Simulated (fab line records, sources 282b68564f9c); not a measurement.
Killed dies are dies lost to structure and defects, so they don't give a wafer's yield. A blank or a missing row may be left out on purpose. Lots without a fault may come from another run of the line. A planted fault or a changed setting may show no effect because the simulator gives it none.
A struck lot beside a sound one | flow rit_cmos | 18 steps out of a route of 202
Sound: wafers L952.1, L952.4, L952.5. Struck: wafers L966.1, L966.3, L966.4. The cause comes at the end.
At each step with rows: each side's tool, then ch and its chambers, then its first start. Under that, the readings that differ: sound wafers | struck wafers | difference of the means | sigmas: that difference in standard deviations of wafers without a fault.
alike: readings whose means differ by less than 2 such deviations, and words and numbers that are the same on both sides. not compared: withheld readings, readings that some wafer has no value for, bounds like >300 that may hide the same value, and numbers for which the record gives no deviation and whose values overlap.
The two part at a step that has a row with sigmas, a row that says differs or no value, or rows on one side only. Numbers that don't overlap but have no deviation are shown without sigmas and don't part them. A reading that every wafer of one side lacks parts them only if that side has two wafers or more.

first, 1 step without rows for these wafers: RIT_PWELL_DEVELOP_05 (develop time 68 s).
RIT_PWELL_OVL_MEAS_06:
  sound on overlay-02, day 2 11:07; struck on overlay-02, day 5 07:37
  alike: PWELL_OVL
then, 2 steps without rows for these wafers: RIT_PWELL_HARDBAKE_07 (time 120 s); RIT_PWELL_IMPLANT_08.
RIT_PWELL_STRIP_09: strips in O2, time 180 s.
  sound on plasma_asher-03 ch 0,1, day 2 11:34; struck on plasma_asher-04 ch 0,1, day 5 08:03
  alike: chamber_pressure_mTorr, drypump_motor_current_A
  not compared: rf_hours_counter_h
RIT_PWELL_TW_MEAS_10:
  sound on film_metro-03, day 2 11:44; struck on film_metro-03, day 5 08:14
  alike: PWELL_TW
then, 1 step without rows for these wafers: RIT_WELLDRIVE_ANNEAL_00 (time 14700 s).
RIT_WELLDRIVE_RS_MEAS_01: measures by four-point-probe.
  sound on film_metro-03, day 2 19:47; struck on film_metro-03, day 5 13:22
  alike: NWELL_RS
RIT_WELLDRIVE_RS_MEAS_02: measures by four-point-probe.
  sound on film_metro-03, day 2 19:54; struck on film_metro-03, day 5 13:29
  alike: PWELL_RS
then, 3 steps without rows for these wafers: RIT_NRETRO_HMDS_00 (prime time 60 s); RIT_NRETRO_COAT_01 (resist thk 1300 nm); RIT_NRETRO_SOFTBAKE_02 (time 60 s).
RIT_NRETRO_EXPOSE_03: exposes mask M4, target cd 43900 nm.
  sound on iline_stepper-01 ch 0, day 2 20:28; struck on iline_stepper-01 ch 0, day 5 14:11
  reading                        | sound                | struck               | difference | sigmas
  model.NRETRO.overlay_x_nm (nm) | 0.2319 0.2319 0.2319 | -302.4 -302.4 -302.4 | -302.6     |
  alike: mask, focus_offset_nm, stage_vel_mm_s
then, 2 steps without rows for these wafers: RIT_NRETRO_PEB_04; RIT_NRETRO_DEVELOP_05 (develop time 68 s).
RIT_NRETRO_OVL_MEAS_06:
  sound on overlay-02, day 2 20:54; struck on overlay-02, day 5 14:37
  reading         | sound          | struck               | difference | sigmas
  NRETRO_OVL (nm) | -0.6 -1.5 -3.2 | -303.9 -304.1 -303.2 | -302.0     | -99 or more
then, 1 step without rows for these wafers: RIT_NRETRO_HARDBAKE_07 (time 120 s).
RIT_M1_PROBE_99:
  sound on prober-01, day 4 01:40; struck on prober-01, day 6 18:40
  reading                                    | sound                | struck               | difference | sigmas
  model.etest.well_edge_right.line_ohm_um    | 180.1 181.9 179.7    | 186.4 182.7 184.7    | +4.0       |
  model.etest.retro_edge_nmos.off_log10_a_um | -10.37 -10.03 -10.12 | -7.401 -7.592 -7.948 | +2.526     |
  model.etest.retro_edge_pmos.off_log10_a_um | -10.2 -10.33 -10.07  | -7.815 -7.844 -8.296 | +2.215     |
  alike: killed_at_contacts, killed_at_front_end, killed_dies, killed_open, killed_short

WHERE THEY PART
Only at RIT_NRETRO_OVL_MEAS_06, within this record. Later steps at which nothing parts them and some readings are alike: RIT_M1_PROBE_99.

WHY: what the simulator had put in
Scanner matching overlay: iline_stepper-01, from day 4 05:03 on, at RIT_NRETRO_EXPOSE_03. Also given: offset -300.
